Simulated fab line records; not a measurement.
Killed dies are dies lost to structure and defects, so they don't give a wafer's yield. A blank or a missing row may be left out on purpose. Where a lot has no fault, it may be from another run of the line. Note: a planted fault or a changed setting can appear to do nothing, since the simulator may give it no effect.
Comparing a struck lot with a sound one :: flow berkeley_cmos170 :: 16 steps out of a route of 331
Sound: these wafers, L526.1, L526.2, L526.4. Struck: wafer L535.1 (L535.3, L535.6, from the same lot, were not struck and are left out); the cause is given at the end.
Each step with rows lists, per side, the tool, then ch with its chambers, then its first start. Under that, the readings that differ: sound wafers :: struck wafers :: difference of the means :: sigmas: that difference in standard deviations of wafers without a fault.
alike: words and numbers the same on both sides, and readings whose means are apart by under 2 such deviations; not compared: readings that were withheld, readings missing a value for some wafer, numbers with overlapping values and no deviation given by the record, and bounds like >300 which may hide the same value.
A row with sigmas, a row that says differs or no value, or rows on one side alone: a step with any of these is where the two part. Numbers that don't overlap but have no deviation are shown without sigmas and don't part them. A reading that every wafer of one side lacks parts them only if that side has two wafers or more.

UCB170_V2_CMP_02: polishes SiO2.
  sound on cmp-02 ch 0,1,3, day 7 11:11; struck on cmp-02 ch 2, day 9 09:23
  alike: motor_current_A, retaining_ring_pressure_frac
UCB170_V2_BOW_MEAS_03:
  sound on film_metro-01 at day 7 11:29; struck on film_metro-01 at day 9 09:38
  alike: V2_BOW
UCB170_V2_THK_MEAS_04:
  sound on film_metro-01 at day 7 11:36; struck on film_metro-01 at day 9 09:45
  alike: V2_POLISHED_THK
then, 7 steps without rows for these wafers: UCB170_V2_CLEAN_05 (cleans in DIW); UCB170_V2_HMDS_06 (prime time 60 s); UCB170_V2_COAT_07 (resist thk 900 nm); UCB170_V2_SOFTBAKE_08 (time 60 s); UCB170_V2_EXPOSE_09 (exposes mask VIA2, target cd 700 nm); UCB170_V2_PEB_10; UCB170_V2_DEVELOP_11 (develop time 45 s).
UCB170_V2_CD_MEAS_12: the cd target is 700 nm.
  sound on cd_sem-01 at day 7 13:14; struck on cd_sem-01 at day 9 12:22
  alike: cd_nm
UCB170_V2_OVL_MEAS_13:
  sound on overlay-02 at day 7 13:21; struck on overlay-01 at day 9 12:29
  alike: V2_OVL
UCB170_V2_ETCH_14: etches SiO2 in CHF3/CF4/Ar, stops on Al, target depth 1250 nm, time 291 s.
  sound on rie_diel-02 ch 1,2, day 7 13:23; struck on rie_diel-04 ch 1, day 9 12:31
reading: rf_fwd_power_W (W)
sound: 699.4 691.8 695.0
struck: 780.7
difference: +85.3
sigmas: +41

reading: model.KrF_of_V2_COAT_07.thk_nm (nm)
sound: 609.3 610.7 611.4
struck: 592
difference: -18
sigmas: 
  alike: drypump_motor_current_A, oes_product_au, throttle_valve_pct
  not compared: rf_hours_counter_h
UCB170_V2_STRIP_15: strips in O2.
  sound on plasma_asher-03 ch 0,1, day 7 13:34; struck on plasma_asher-03 ch 0, day 9 12:42
reading: strip_time_to_endpoint_s (s)
sound: 15.35 15.38 15.39
struck: 14.94
difference: -0.43
sigmas: -4
  alike: drypump_motor_current_A, o2_flow_sccm, oes_product_au
  not compared: rf_hours_counter_h
UCB170_V2_CD_MEAS_90: the cd target is 700 nm.
  sound on cd_sem-01 at day 7 13:40; struck on cd_sem-01 at day 9 12:48
  alike: cd_nm
UCB170_M3_PROBE_99:
  the record has rows for the sound wafers here (prober-02, day 7 18:04) and none for the struck ones

WHERE THEY PART
Earliest at UCB170_V2_ETCH_14; latest, in this record, at UCB170_M3_PROBE_99.

WHY: what had been put in by the simulator
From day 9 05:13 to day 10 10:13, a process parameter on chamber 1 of rie_diel-04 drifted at UCB170_V2_ETCH_14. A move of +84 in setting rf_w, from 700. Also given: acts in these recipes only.
